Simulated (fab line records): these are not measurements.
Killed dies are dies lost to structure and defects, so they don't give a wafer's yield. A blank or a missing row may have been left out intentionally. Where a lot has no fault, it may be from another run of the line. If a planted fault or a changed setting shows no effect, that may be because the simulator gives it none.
Which tool is to blame? + flow ritCmos + 45 wafers from 15 lots sampled at 2 of the route's 202 steps

== WHAT THE GAUGES SHOWED, per wafer ==
The record holds no reading of a measuring or inspecting step that can be judged against a usual standard deviation.

== WHAT TOOL EACH LOT RAN ON (gives the tool, then ch and the chambers of the sampled wafers, and finally the start) ==
| lot  | RIT_SILICIDE_WET_ETCH_05      | RIT_M1_PROBE_99        |
|------|-------------------------------|------------------------|
| L981 | wetBench-04 ch 1, day 3 14:52 | prober-02, day 3 21:23 |
| L980 | wetBench-03 ch 0, day 3 14:59 | prober-01, day 3 22:50 |
| L982 | wetBench-04 ch 0, day 4 00:13 | prober-02, day 4 06:58 |
| L989 | wetBench-03 ch 1, day 5 08:43 | prober-01, day 5 15:12 |
| L990 | wetBench-02 ch 2, day 5 14:45 | prober-02, day 5 21:24 |
| L991 | wetBench-04 ch 3, day 5 19:31 | prober-02, day 6 02:19 |
| L992 | wetBench-03 ch 1, day 5 23:50 | prober-01, day 6 06:31 |
| L993 | wetBench-04 ch 2, day 6 03:44 | prober-02, day 6 10:10 |
| L995 | wetBench-03 ch 0, day 6 13:25 | prober-02, day 6 19:48 |
| L996 | wetBench-04 ch 0, day 6 18:25 | prober-01, day 7 00:48 |
| L997 | wetBench-04 ch 2, day 7 00:08 | prober-02, day 7 06:38 |
| L998 | wetBench-02 ch 1, day 7 04:32 | prober-01, day 7 11:11 |
| L999 | wetBench-04 ch 2, day 7 09:14 | prober-02, day 7 15:47 |
| L101 | wetBench-03 ch 0, day 7 22:40 | prober-02, day 8 05:07 |
| L102 | wetBench-02 ch 2, day 8 05:14 | prober-01, day 8 11:46 |
- RIT_SILICIDE_WET_ETCH_05: etches Ti in SPM, time 120 s.
- RIT_M1_PROBE_99

== WHAT THE TOOLS THEMSELVES READ (means of the sampled wafers that have a number; where no wafer has one, the mark that the record gives instead) ==
RIT_SILICIDE_WET_ETCH_05.
| lot  | tool        | bathGuardTempC (C) | bathHeatDutyPct (%) |
|------|-------------|--------------------|---------------------|
| L981 | wetBench-04 | 90.4               | 11.1                |
| L980 | wetBench-03 | 89.0               | 14.0                |
| L982 | wetBench-04 | 91.0               | 13.0                |
| L989 | wetBench-03 | -                  | -                   |
| L990 | wetBench-02 | -                  | -                   |
| L991 | wetBench-04 | -                  | -                   |
| L992 | wetBench-03 | 89.6               | 12.3                |
| L993 | wetBench-04 | 90.0               | 13.8                |
| L995 | wetBench-03 | 89.0               | 13.6                |
| L996 | wetBench-04 | 90.9               | 13.8                |
| L997 | wetBench-04 | 90.0               | 14.4                |
| L998 | wetBench-02 | 89.9               | 13.9                |
| L999 | wetBench-04 | 89.7               | 14.0                |
| L101 | wetBench-03 | 89.0               | 13.8                |
| L102 | wetBench-02 | 89.7               | 17.5                |

RIT_M1_PROBE_99.
| lot  | tool      | killedAtContacts | killedAtFrontEnd | killedDies | killedOnRim | killedOpen | killedShort |
|------|-----------|------------------|------------------|------------|-------------|------------|-------------|
| L981 | prober-02 | 0.0              | 7.7              | 7.7        | 3.0         | 3.3        | 4           |
| L980 | prober-01 | 0.0              | 4.3              | 4.3        | 0.7         | 1.7        | 3           |
| L982 | prober-02 | 0.0              | 6.3              | 6.3        | 1.7         | 3.3        | 3           |
| L989 | prober-01 | 0.0              | 264.0            | 264.0      | 70.0        | 3.7        | 4           |
| L990 | prober-02 | 0.0              | 264.0            | 264.0      | 70.0        | 3.7        | 2           |
| L991 | prober-02 | 0.0              | 264.0            | 264.0      | 70.0        | 5.0        | 2           |
| L992 | prober-01 | 0.7              | 6.7              | 7.3        | 1.7         | 3.3        | 4           |
| L993 | prober-02 | 0.0              | 6.3              | 6.3        | 1.3         | 3.3        | 3           |
| L995 | prober-02 | 0.0              | 8.7              | 8.7        | 2.7         | 4.0        | 5           |
| L996 | prober-01 | 0.3              | 4.3              | 4.7        | 0.7         | 1.7        | 2           |
| L997 | prober-02 | 0.3              | 5.7              | 6.0        | 1.3         | 2.7        | 3           |
| L998 | prober-01 | 0.3              | 4.0              | 4.3        | 1.3         | 1.3        | 3           |
| L999 | prober-02 | 0.0              | 4.3              | 4.3        | 1.7         | 3.0        | 1           |
| L101 | prober-02 | 0.0              | 7.0              | 7.0        | 1.3         | 3.0        | 4           |
| L102 | prober-01 | 0.3              | 4.3              | 4.7        | 1.0         | 2.7        | 2           |

== THE ANSWER, worked out from the rows above alone ==
Rule: the usual values come from the lots themselves. The widest of any qualifying gaps counts: lots, ordered by their means at a reading, are off when they make up no more than a third of the lots, leave a main group of 4 or more, and stand apart from it by 3 or more times the standard deviation of that group's means. A main group whose means are all the same, to the digits that the tables above print for the reading, isn't used. A lot without any number at a reading at which 4 lots or more have one is off too. Any other lot the step has rows for is counted as sound. The gauges are gone through in route order, then the tools' own readings, and for those a lot's mean is taken as printed above. The first step at which some lot is off is used, and at that step the reading that is off furthest; a lot without a number counts as furthest.
Off: L989, L990, L991, at RIT_SILICIDE_WET_ETCH_05 (bathGuardTempC). Without a number there: L989, L990, L991. For the main group the mean is 89.8 C and the standard deviation 0.65.
If a tool, at that step or one of the process steps before it, ran each lot that is off and ran no sound lot following the first of them, it fits. Of those tried, none fits.

== WHAT WAS PUT IN BY THE SIMULATOR ==
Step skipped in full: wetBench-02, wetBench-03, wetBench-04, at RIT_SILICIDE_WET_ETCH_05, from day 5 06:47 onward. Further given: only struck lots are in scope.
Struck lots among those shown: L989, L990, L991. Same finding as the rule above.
